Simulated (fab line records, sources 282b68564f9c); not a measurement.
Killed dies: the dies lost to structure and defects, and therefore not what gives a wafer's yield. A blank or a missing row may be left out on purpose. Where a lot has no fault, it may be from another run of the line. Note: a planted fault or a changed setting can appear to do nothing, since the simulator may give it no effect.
fab line records	flow rit-cmos
record lots=5	wafers=15	last-day=7
route steps=202 shown GATE@87 REOX@98 NLDD@103 PLDD@114 SPACER@125 M1@202
lots that met no fault: taken from a fault-free run of the same line
start-h: the number of hours between the record's first day and the start of the first shown wafer of the lot	wait-h: hours since the lot's step before	" as in the row above	L1.1+2: a row that stands for several wafers	- no value present, or no start provided	* or withheld: withheld	< > ~ a bound
route shown NAME@n: NAME is a module with steps in the file, n the number in the route of the first one	usual: the fault-free wafers' mean and standard deviation	same: alike in all rows	chamber/n: place in a boat	sites: the reading at each site	_std_site: how widely they spread, as a standard deviation	_edge_site: mean of outer sites minus mean of inner sites	radius-mm: how far each site lies from the wafer's centre	mask NAME#n: copy n	behind: tool/chamber where the wafer was last shaped	hold: cause of the lot's hold/its duration in hours/its outcome	device: whichever transistor did not switch (one of n, p or np)	end of line: at the end of the route, the tests of the same wafers	step lacking rows: just its recipe	killed: dies that structure and defects cost at the first sort, which is not the same as the wafer's yield	map: per-die view of a wafer (x killed, . not killed, _ where there is no die)
set.NAME: the setting the step ran with; set.NAME@STEP: the setting that earlier step ran with	model.NAME: the simulator's own value behind a step, which no gauge read
certain route steps with their lots: each step a table, each wafer a row
services: the hour from which a tool's chamber was out of use, counted from the record's first day as start-h (under 0 if before that day), plus the number of hours and why
## steps
# step RIT_GATE_COAT_11
# recipe resist=NOVOLAK	spin-rpm=4250	resist-thk-nm=850
# step RIT_GATE_SOFTBAKE_12
# recipe resist=NOVOLAK	temp-c=90	time-s=60
# step RIT_GATE_EXPOSE_13
# recipe mask-id=M6	na=0.6	source-shape=conventional	sigma-outer=0.6	target-cd-nm=150	dose-mj=380
# step RIT_GATE_PEB_14
# recipe resist=NOVOLAK	temp-c=withheld	time-s=withheld
# step RIT_GATE_DEVELOP_15
# recipe resist=NOVOLAK	develop-time-s=50	dev-temp-c=23
# step RIT_GATE_CD_MEAS_16
# recipe target-cd-nm=150
# usual cd-nm=149/3.4
lot.wafer	tool	chamber	start-h	wait-h	cd-nm
L787.1	cd-sem-01	-	68.15	-	150
L787.2	"	-	"	"	150
L787.3	"	-	"	"	151
L788.1	cd-sem-02	-	69.66	-	150
L788.2	"	-	"	"	154
L788.6	"	-	"	"	150
L798.1	cd-sem-02	-	117.92	-	145
L798.3	"	-	"	"	147
L798.5	"	-	"	"	146
L800.3	cd-sem-01	-	122.83	-	150
L800.4	"	-	"	"	150
L800.6	"	-	"	"	150
L802.1	cd-sem-01	-	137.16	-	148
L802.2	"	-	"	"	147
L802.5	"	-	"	"	144
# step RIT_GATE_OVL_MEAS_17
# usual GATE_OVL=-0.4/1.5
lot.wafer	tool	chamber	start-h	wait-h	GATE_OVL[nm]
L787.1	overlay-01	-	68.27	0.1	-0.3
L787.2	"	-	"	"	-0.6
L787.3	"	-	"	"	1.5
L788.1	overlay-01	-	69.78	0.1	-1.0
L788.2	"	-	"	"	-3.4
L788.6	"	-	"	"	-3.0
L798.1	overlay-02	-	118.04	0.1	1.3
L798.3	"	-	"	"	1.7
L798.5	"	-	"	"	1.9
L800.3	overlay-02	-	122.93	0.1	-0.6
L800.4	"	-	"	"	0.7
L800.6	"	-	"	"	0.5
L802.1	overlay-01	-	137.28	0.1	0.5
L802.2	"	-	"	"	-0.2
L802.5	"	-	"	"	-1.3
# step RIT_GATE_HARDBAKE_18
# recipe resist=NOVOLAK	temp-c=140	time-s=60
# step RIT_GATE_ETCH_19
# recipe chemistry=SF6/CHF3/O2	time-s=165	SF6_flow_sccm=30	CHF3_flow_sccm=30	O2_flow_sccm=5	target=poly-Si	pressure-mtorr=40	rf-w=160	target-depth-a=3125	over-etch-frac=0.25	stop-on=SiO2
# usual drypump-motor-current-A=5.89/0.3	oes-product-au=0.852/0.014	throttle-valve-pct=10.28/0.12
lot.wafer	tool	chamber	start-h	wait-h	drypump-motor-current-A	oes-product-au	rf-hours-counter-h	throttle-valve-pct
L787.1	rie-si-02	1	68.45	0.1	5.55	0.857	2	10.42
L787.2	"	3	"	"	6.22	0.865	41	10.36
L787.3	"	2	"	"	5.99	0.851	27	10.12
L788.1	rie-si-01	0	69.97	0.1	5.34	0.813	142	10.40
L788.2	"	3	"	"	5.79	0.838	2	10.34
L788.6	"	0	"	"	5.29	0.811	-	10.41
L798.1	rie-si-01	2	118.22	0.1	6.30	0.865	64	10.30
L798.3	"	0	"	"	5.30	0.819	142	10.39
L798.5	"	0	"	"	5.28	0.823	-	10.39
L800.3	rie-si-01	3	123.10	0.1	5.85	0.837	2	10.34
L800.4	"	0	"	"	5.29	0.818	143	10.39
L800.6	"	2	"	"	6.30	0.853	-	10.31
L802.1	rie-si-01	0	137.46	0.1	5.30	0.817	143	10.40
L802.2	"	2	"	"	6.28	0.865	64	10.29
L802.5	"	1	"	"	5.83	0.856	-	10.19
# step RIT_GATE_STRIP_20
# recipe chemistry=O2	time-s=180	resist=NOVOLAK	platen-temp-c=withheld	power-w=500	pressure-mtorr=4000	o2-flow-sccm=4000
# usual drypump-motor-current-A=5.8/0.35
lot.wafer	tool	chamber	start-h	wait-h	drypump-motor-current-A	rf-hours-counter-h
L787.1	plasma-asher-02	1	68.56	0.1	5.9	26
L787.2	"	0	"	"	6.2	26
L787.3	"	1	"	"	6.0	-
L788.1	plasma-asher-04	1	70.07	0.1	5.2	42
L788.2	"	0	"	"	5.7	42
L788.6	"	1	"	"	5.2	-
L798.1	plasma-asher-02	1	118.33	0.1	6.0	32
L798.3	"	0	"	"	6.3	-
L798.5	"	1	"	"	6.0	-
L800.3	plasma-asher-02	1	123.27	0.1	6.0	-
L800.4	"	0	"	"	6.2	-
L800.6	"	0	"	"	6.2	-
L802.1	plasma-asher-03	0	137.57	0.1	5.7	52
L802.2	"	1	"	"	5.7	52
L802.5	"	1	"	"	5.7	-
# step RIT_GATE_CD_MEAS_90
# recipe target-cd-nm=150
# usual cd-nm=149/3.4
lot.wafer	tool	chamber	start-h	wait-h	cd-nm
L787.1	cd-sem-01	-	68.74	0.1	150
L787.2	"	-	"	"	150
L787.3	"	-	"	"	150
L788.1	cd-sem-02	-	70.25	0.1	151
L788.2	"	-	"	"	154
L788.6	"	-	"	"	150
L798.1	cd-sem-01	-	118.51	0.1	145
L798.3	"	-	"	"	147
L798.5	"	-	"	"	146
L800.3	cd-sem-01	-	123.42	0.1	150
L800.4	"	-	"	"	149
L800.6	"	-	"	"	150
L802.1	cd-sem-02	-	137.75	0.1	148
L802.2	"	-	"	"	148
L802.5	"	-	"	"	144
# step RIT_REOX_CLEAN_00
# recipe chemistry=SC1	mix=3:3:50	time-s=600	temp-c=75
# step RIT_REOX_CLEAN_01
# recipe chemistry=dHF	dilution=50:1	time-s=30
lot.wafer	tool	chamber	start-h	wait-h
L787.1+2+3	wet-bench-02	1	69.06	0.0
L788.1+2+6	wet-bench-04	1	70.56	0.0
L798.1+3+5	wet-bench-02	0	119.01	0.0
L800.3+4+6	wet-bench-04	2	123.85	0.0
L802.1+2+5	wet-bench-04	0	138.22	0.0
# step RIT_REOX_CLEAN_02
# recipe chemistry=SC2	mix=3:3:50	time-s=600	temp-c=75	dry=n2-spin
# step RIT_REOX_OXIDATION_03
# recipe temp-c=900	ambient=O2	target-thk-a=252	ox-time-s=5580
# step RIT_REOX_THK_MEAS_04
# recipe reads=SiO2_of_REOX_OXIDATION_03
# usual REOX_OXIDE_THK=24.9/0.57
lot.wafer	tool	chamber	start-h	wait-h	REOX_OXIDE_THK[nm]
L787.1	film-metro-02	-	72.51	0.0	24.9
L787.2	"	-	"	"	25.4
L787.3	"	-	"	"	24.9
L788.1	film-metro-03	-	74.94	0.0	25.1
L788.2	"	-	"	"	25.5
L788.6	"	-	"	"	24.9
L798.1	film-metro-03	-	121.96	0.0	24.0
L798.3	"	-	"	"	24.5
L798.5	"	-	"	"	24.8
L800.3	film-metro-03	-	128.55	0.0	25.4
L800.4	"	-	"	"	25.1
L800.6	"	-	"	"	25.3
L802.1	film-metro-02	-	143.30	0.0	25.0
L802.2	"	-	"	"	24.7
L802.5	"	-	"	"	24.7
# step RIT_NLDD_HMDS_00
# recipe prime-time-s=60	prime-temp-c=140
# step RIT_NLDD_COAT_01
# recipe resist=NOVOLAK	spin-rpm=3250	resist-thk-nm=1000
# step RIT_NLDD_SOFTBAKE_02
# recipe resist=NOVOLAK	temp-c=90	time-s=60
# step RIT_NLDD_EXPOSE_03
# recipe mask-id=M7	na=0.57	target-cd-nm=40700	dose-mj=250
# step RIT_NLDD_PEB_04
# recipe resist=NOVOLAK	temp-c=withheld	time-s=withheld
# step RIT_NLDD_DEVELOP_05
# recipe resist=NOVOLAK	develop-time-s=50	dev-temp-c=23
# step RIT_NLDD_OVL_MEAS_06
# usual NLDD_OVL=-0.3/1.4
lot.wafer	tool	chamber	start-h	wait-h	NLDD_OVL[nm]
L787.1	overlay-02	-	73.42	-	0.7
L787.2	"	-	"	"	-0.1
L787.3	"	-	"	"	-1.6
L788.1	overlay-02	-	75.99	-	2.5
L788.2	"	-	"	"	0.0
L788.6	"	-	"	"	1.6
L798.1	overlay-01	-	123.09	-	0.9
L798.3	"	-	"	"	-1.1
L798.5	"	-	"	"	1.0
L800.3	overlay-02	-	129.45	-	0.5
L800.4	"	-	"	"	2.3
L800.6	"	-	"	"	1.9
L802.1	overlay-01	-	144.34	-	-1.4
L802.2	"	-	"	"	-1.0
L802.5	"	-	"	"	-0.1
# step RIT_NLDD_HARDBAKE_07
# recipe resist=NOVOLAK	temp-c=140	time-s=60
# step RIT_NLDD_IMPLANT_08
# recipe species=P	energy-kev=20	dose-cm2=5e+14	tilt-deg=7
# step RIT_NLDD_STRIP_09
# recipe chemistry=O2	time-s=180	resist=NOVOLAK	platen-temp-c=withheld	power-w=500	pressure-mtorr=4000	o2-flow-sccm=4000
# usual drypump-motor-current-A=5.88/0.23
lot.wafer	tool	chamber	start-h	wait-h	drypump-motor-current-A	rf-hours-counter-h
L787.1	plasma-asher-02	1	73.75	0.1	5.99	27
L787.2	"	0	"	"	6.25	27
L787.3	"	1	"	"	5.99	-
L788.1	plasma-asher-03	1	76.33	0.1	5.73	45
L788.2	"	0	"	"	5.67	45
L788.6	"	0	"	"	5.67	-
L798.1	plasma-asher-01	0	123.43	0.1	5.66	1
L798.3	"	1	"	"	5.74	-
L798.5	"	1	"	"	5.72	-
L800.3	plasma-asher-03	1	129.83	0.1	5.71	-
L800.4	"	0	"	"	5.66	-
L800.6	"	1	"	"	5.73	-
L802.1	plasma-asher-03	0	144.67	0.1	5.65	52
L802.2	"	1	"	"	5.73	52
L802.5	"	1	"	"	5.72	-
# step RIT_NLDD_TW_MEAS_10
# usual NLDD_TW=2471/11
lot.wafer	tool	chamber	start-h	wait-h	NLDD_TW
L787.1	film-metro-04	-	73.93	0.1	2467
L787.2	"	-	"	"	2469
L787.3	"	-	"	"	2469
L788.1	film-metro-03	-	76.51	0.1	2455
L788.2	"	-	"	"	2460
L788.6	"	-	"	"	2463
L798.1	film-metro-03	-	123.60	0.1	2468
L798.3	"	-	"	"	2470
L798.5	"	-	"	"	2477
L800.3	film-metro-03	-	129.97	0.1	2466
L800.4	"	-	"	"	2472
L800.6	"	-	"	"	2472
L802.1	film-metro-03	-	144.85	0.1	2473
L802.2	"	-	"	"	2465
L802.5	"	-	"	"	2460
# step RIT_PLDD_HMDS_00
# recipe prime-time-s=60	prime-temp-c=140
# step RIT_PLDD_COAT_01
# recipe resist=NOVOLAK	spin-rpm=3250	resist-thk-nm=1000
# step RIT_PLDD_SOFTBAKE_02
# recipe resist=NOVOLAK	temp-c=90	time-s=60
# step RIT_PLDD_EXPOSE_03
# recipe mask-id=M8	na=0.57	target-cd-nm=40900	dose-mj=250
# step RIT_PLDD_PEB_04
# recipe resist=NOVOLAK	temp-c=withheld	time-s=withheld
# step RIT_PLDD_DEVELOP_05
# recipe resist=NOVOLAK	develop-time-s=50	dev-temp-c=23
# step RIT_PLDD_OVL_MEAS_06
# usual PLDD_OVL=-0.5/1.3
lot.wafer	tool	chamber	start-h	wait-h	PLDD_OVL[nm]
L787.1	overlay-02	-	74.84	-	-2.3
L787.2	"	-	"	"	-3.1
L787.3	"	-	"	"	-0.8
L788.1	overlay-02	-	77.54	-	0.2
L788.2	"	-	"	"	-1.0
L788.6	"	-	"	"	-1.7
L798.1	overlay-01	-	124.59	-	-0.2
L798.3	"	-	"	"	0.0
L798.5	"	-	"	"	-0.8
L800.3	overlay-02	-	130.87	-	-0.1
L800.4	"	-	"	"	1.5
L800.6	"	-	"	"	1.2
L802.1	overlay-01	-	145.76	-	-3.3
L802.2	"	-	"	"	-3.2
L802.5	"	-	"	"	-0.7
# step RIT_PLDD_HARDBAKE_07
# recipe resist=NOVOLAK	temp-c=140	time-s=60
# step RIT_PLDD_IMPLANT_08
# recipe species=BF2	energy-kev=20	dose-cm2=9e+14	tilt-deg=7
# step RIT_PLDD_STRIP_09
# recipe chemistry=O2	time-s=180	resist=NOVOLAK	platen-temp-c=withheld	power-w=500	pressure-mtorr=4000	o2-flow-sccm=4000
# usual drypump-motor-current-A=5.61/0.2
lot.wafer	tool	chamber	start-h	wait-h	drypump-motor-current-A	rf-hours-counter-h
L787.1	plasma-asher-01	0	75.17	0.1	5.62	42
L787.2	"	1	"	"	5.71	42
L787.3	"	1	"	"	5.72	-
L788.1	plasma-asher-03	0	77.88	0.1	5.68	45
L788.2	"	1	"	"	5.70	45
L788.6	"	1	"	"	5.71	-
L798.1	plasma-asher-03	0	124.93	0.1	5.68	51
L798.3	"	1	"	"	5.74	-
L798.5	"	0	"	"	5.68	-
L800.3	plasma-asher-01	1	131.25	0.1	5.71	-
L800.4	"	0	"	"	5.64	-
L800.6	"	0	"	"	5.65	-
L802.1	plasma-asher-04	0	146.09	0.1	5.72	51
L802.2	"	1	"	"	5.19	51
L802.5	"	0	"	"	5.71	-
# step RIT_PLDD_TW_MEAS_10
# usual PLDD_TW=2330/9.3
lot.wafer	tool	chamber	start-h	wait-h	PLDD_TW
L787.1	film-metro-04	-	75.35	0.1	2326
L787.2	"	-	"	"	2323
L787.3	"	-	"	"	2327
L788.1	film-metro-03	-	78.05	0.1	2318
L788.2	"	-	"	"	2314
L788.6	"	-	"	"	2322
L798.1	film-metro-03	-	125.10	0.1	2331
L798.3	"	-	"	"	2335
L798.5	"	-	"	"	2336
L800.3	film-metro-01	-	131.39	0.1	2352
L800.4	"	-	"	"	2349
L800.6	"	-	"	"	2341
L802.1	film-metro-01	-	146.27	0.1	2334
L802.2	"	-	"	"	2326
L802.5	"	-	"	"	2327
# step RIT_SPACER_CLEAN_00
# recipe chemistry=SC1	mix=3:3:50	time-s=600	temp-c=75
# step RIT_SPACER_CLEAN_01
# recipe chemistry=dHF	dilution=50:1	time-s=30
# step RIT_SPACER_CLEAN_02
# recipe chemistry=SC2	mix=3:3:50	time-s=600	temp-c=75	dry=n2-spin
# step RIT_SPACER_CVD_03
# recipe material=Si3N4	target-thk-nm=250	temp-c=810	precursor=SiH2Cl2/NH3	time-s=3300	pressure-mtorr=300	sih2cl2-flow-sccm=60	nh3-flow-sccm=150
# step RIT_M1_PROBE_99
# usual killed-at-contacts=0.1/0.31	killed-at-front-end=7/3	killed-dies=7/3	killed-on-rim=2.0/1.3	killed-open=3.8/2.1	killed-short=3.6/1.9
# same gross-dies=264	killed_at_M0_to_M3=0	killed_at_M4_up=0	killed-at-back-side=0	killed-at-other=0
lot.wafer	tool	chamber	start-h	wait-h	killed-at-contacts	killed-at-front-end	killed-dies	killed-on-rim	killed-open	killed-short
L787.1	prober-01	-	89.22	0.1	0	5	5	0	3	2
L787.2	prober-01	-	89.27	0.1	0	7	7	4	3	4
L787.3	prober-01	-	89.32	0.2	0	7	7	2	4	3
L788.1	prober-02	-	91.84	0.1	0	3	3	0	3	0
L788.2	prober-02	-	91.89	0.1	0	4	4	2	1	3
L788.6	prober-02	-	92.09	0.2	0	4	4	1	1	3
L798.3	prober-02	-	139.11	0.2	0	31	31	3	2	3
L798.5	prober-02	-	139.21	0.2	0	41	41	5	7	5
L802.1	prober-02	-	160.34	0.1	0	4	4	2	3	1
L802.2	prober-02	-	160.39	0.1	0	7	7	2	6	1
L802.5	prober-02	-	160.54	0.2	0	3	3	0	2	1
# killed by level:class
L787.1 FOX1:geometric-particle:open=1 GATE:geometric-particle:short=1 GATE:geometric-particle:open=1 REOX:geometric-particle:open=1 REOX:geometric-particle:short=1
L787.2 SPACER:geometric-particle:short=2 FOX1:geometric-particle:open=1 FOX1:geometric-particle:short=1 REOX:geometric-particle:open=1 REOX:geometric-particle:short=1 SILICIDE:geometric-particle:open=1
L787.3 FOX1:geometric-particle:open=3 GATE:geometric-particle:short=2 GATE:geometric-particle:open=1 SPACER:geometric-particle:short=1
L788.1 GATE:geometric-particle:open=1 SPACER:geometric-particle:open=1 SILICIDE:geometric-particle:open=1
L788.2 FOX1:geometric-particle:short=2 GATE:geometric-particle:short=1 SILICIDE:geometric-particle:open=1
L788.6 GATE:geometric-particle:short=2 FOX1:geometric-particle:short=1 REOX:geometric-particle:open=1
L798.3 REOX:unspecified=26 GATE:geometric-particle:open=2 REOX:geometric-particle:short=2 FOX2:geometric-particle:short=1
L798.5 REOX:unspecified=29 GATE:geometric-particle:open=3 SPACER:geometric-particle:short=2 FOX1:geometric-particle:open=1 FOX1:geometric-particle:short=1 FOX2:geometric-particle:short=1 FOX2:geometric-particle:open=1 REOX:geometric-particle:short=1
L802.1 ACTIVE:geometric-particle:open=1 FOX2:geometric-particle:open=1 GATE:geometric-particle:short=1 SPACER:geometric-particle:open=1
L802.2 GATE:geometric-particle:open=5 FOX1:geometric-particle:open=1 GATE:geometric-particle:short=1
L802.5 FOX1:geometric-particle:open=2 FOX1:geometric-particle:short=1
# map L798.5 (x killed, . not)
________....xx._______
_____..x..........____
____.x.............___
___x...xxx..x.......__
__......xxxx..x......_
__.....xxxxxx........_
_....xxxxxxx.x....x...
_......xxxx.x.........
_......xx.x...........
_.......x.............
__................x.._
__..................._
___.......x..x......__
____...............___
_____.............____
________......._______
# map L787.2 (x killed, . not)
________......._______
_____..x......x...____
____...............___
___.................__
__......x........x..._
__..............x...._
_.....................
_.....................
_.....................
_.x...................
__..................._
__..................._
___.................__
____...............___
_____.............____
________...x..._______
## services
tool	chamber	start-h	hours	kind
plasma-asher-04	-	63.69	2.8	pm
plasma-asher-01	-	89.30	3.2	repair
rie-si-02	-	97.31	0.2	repair
rie-si-01	0	104.22	7.6	repair
plasma-asher-01	-	108.80	9.0	pm
plasma-asher-01	0	108.80	9.0	vent-cycle
plasma-asher-01	1	108.80	9.0	vent-cycle
plasma-asher-01	0	117.80	-	clean
plasma-asher-01	1	117.80	-	clean
rie-si-01	0	145.50	-	clean
rie-si-01	0	145.50	18.2	scheduled-down
rie-si-01	0	145.50	18.2	vent-cycle
## key
first-sign step=RIT_M1_PROBE_99	reading=killed-at-front-end	direction=up	sigmas=9.6	usual=7	struck=36
effect step=RIT_M1_PROBE_99	reading=killed-dies	direction=up	sigmas=9.4	usual=7	struck=36
met-at RIT_REOX_CLEAN_01
struck-wafers L798.1,L798.3,L798.5
rows-end L798.1
tester-left-out L798
also-fits RIT_NLDD_STRIP_09:plasma-asher-01,RIT_PLDD_STRIP_09:plasma-asher-03
fault kind=chamber-particle-source	tool=wet-bench-02	chamber=0	onset-h=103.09	steps=RIT_REOX_CLEAN_01	rate-per-visit-cm2=0.43373	end-h=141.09
# tester-left-out: of these lots the tester's yield and bins aren't shown, on N5 and GAA mostly nor the transistor test; their killed dies are dies lost to structure and defects alone, not to doping, threshold or leakage, so they don't give the yield
# rows-end: these wafers met a further fault down the route, and their rows from its step on are left out
